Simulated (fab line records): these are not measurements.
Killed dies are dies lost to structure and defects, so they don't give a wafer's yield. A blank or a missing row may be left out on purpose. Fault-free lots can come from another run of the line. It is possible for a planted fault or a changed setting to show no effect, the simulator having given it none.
Matching of chambers    flow berkeley-cmos170    4 sister chambers for UCB170_V1_ETCH_14 on rie-diel-04
The step etches SiO2 in CHF3/CF4/Ar, stops on Al, target depth 1250 nm, time 291 s. 4 wafers are shown with their chamber, then 7 later ones without.

WAFERS WITH THEIR CHAMBER
wafer   chamber  drypump-motor-current-A (A)
L297.3  3        5.1
L297.5  0        6.0
L302.1  2        5.6
L302.3  1        5.9

WAFERS WHOSE CHAMBER IS MISSING
wafer   drypump-motor-current-A (A)
L302.4  6.0
L303.1  5.8
L303.2  5.6
L303.5  6.0
L309.1  5.9
L309.5  6.0
L309.6  5.8

THE CHAMBER EACH PASSED THROUGH
wafer   from the rows above           in truth
L302.4  can't be placed: 0 or 1       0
L303.1  can't be placed: 1 or 0 or 2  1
L303.2  2                             2
L303.5  can't be placed: 0 or 1       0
L309.1  can't be placed: 1 or 0       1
L309.5  can't be placed: 0 or 1       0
L309.6  can't be placed: 1 or 0 or 2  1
Correct placement for 1 of the 7. Can't be placed from these rows: 6 (the true chamber is among the candidates in 6). 0 placed wrongly.
How it was worked out, from the rows above alone: a wafer's distance from a chamber is the root of the sum, over the readings, of the square of ((its reading less the chamber's mean) divided by the reading's scatter). The wafer belongs to the nearest chamber; if the next one is less than 2 further off, it can't be placed. Each chamber's mean is taken over the wafers shown for it. The scatter: with one shown wafer a chamber, the root of the mean of the squares of how far each hidden wafer lies from its nearest shown one.
